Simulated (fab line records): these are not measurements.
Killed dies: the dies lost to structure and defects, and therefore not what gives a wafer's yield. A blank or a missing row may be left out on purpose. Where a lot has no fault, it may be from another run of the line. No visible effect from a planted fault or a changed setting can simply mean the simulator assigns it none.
Which of the tools did it? + flow berkeley cmos170 + 7 lots with 21 wafers sampled at 3 steps, on a route of 331 steps

== WHAT THE GAUGES SHOWED, per wafer ==
UCB170_WELLDRIVE_THK_MEAS_02.
| lot  | measured    | on            | WELLDRIVE_OXIDE_THK (nm) |
|------|-------------|---------------|--------------------------|
| L554 | day 3 18:17 | film metro-02 | 202 198 201              |
| L559 | day 5 05:17 | film metro-01 | 203 201 199              |
| L560 | day 5 05:19 | film metro-02 | 194 193 192              |
| L563 | day 6 04:04 | film metro-04 | 197 197 199              |
| L566 | day 6 10:03 | film metro-04 | 200 200 201              |
| L570 | day 7 15:53 | film metro-02 | 176 175 174              |
| L572 | day 7 15:53 | film metro-04 | 170 175 176              |

== WHAT TOOL EACH LOT RAN ON (gives the tool, then ch and the chambers of the sampled wafers, and finally the start) ==
| lot  | UCB170_ZERO_ETCH_06               | UCB170_WELLDRIVE_OXIDATION_01 |
|------|-----------------------------------|-------------------------------|
| L554 | rie diel-03 ch 2,3, day 2 00:21   | furnace-02 ch 0, day 3 14:47  |
| L559 | rie diel-01 ch 1,2,3, day 3 00:59 | furnace-04 ch 0, day 5 01:47  |
| L560 | rie diel-01 ch 1,2,3, day 3 09:54 | furnace-04 ch 0, day 5 01:47  |
| L563 | rie diel-03 ch 0,1,3, day 4 00:17 | furnace-04 ch 0, day 6 00:33  |
| L566 | rie diel-03 ch 0,1,3, day 4 12:56 | furnace-04 ch 0, day 6 06:33  |
| L570 | rie diel-01 ch 0,1,3, day 5 10:04 | furnace-04 ch 0, day 7 12:23  |
| L572 | rie diel-03 ch 1,2,3, day 5 17:09 | furnace-04 ch 0, day 7 12:23  |
- UCB170_ZERO_ETCH_06: etches SiO2 in CHF3/CF4/Ar, time 12 s.
- UCB170_WELLDRIVE_OXIDATION_01: target thk 199 nm, ox time 9000 s.

== THE ANSWER, worked out from the rows above alone ==
Rule: the usual values come from the lots themselves. The widest of any qualifying gaps counts: lots, ordered by their means at a reading, are off when they make up no more than a third of the lots, leave a main group of 4 or more, and stand apart from it by 3 or more times the standard deviation of that group's means. The tables above print the reading to a certain number of digits; a main group whose means all agree to those digits is not used. Also off: a lot with no number at a reading for which 4 or more lots have one. Where the step has rows for the other lots, those lots are counted as sound.
Off: L570, L572, at UCB170_WELLDRIVE_THK_MEAS_02 (WELLDRIVE_OXIDE_THK). The main group: mean 198 nm, standard deviation 3.
A tool fits if, at a process step before that reading, it ran every lot that is off, and no sound lot after the first of them. Those tools and the gauges at UCB170_WELLDRIVE_THK_MEAS_02 are tried in the same way. One candidate fits, namely furnace-04 at UCB170_WELLDRIVE_OXIDATION_01. A fault onset in the window from L566 (day 6 06:33, its last sound lot) to L570 (day 7 12:23, its first lot off) fits.

== WHAT HAD BEEN PUT IN BY THE SIMULATOR ==
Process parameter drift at UCB170_WELLDRIVE_OXIDATION_01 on furnace-04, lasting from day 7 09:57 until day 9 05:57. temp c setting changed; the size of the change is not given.
Lots struck among those shown: L570, L572. Same finding as the rule above.
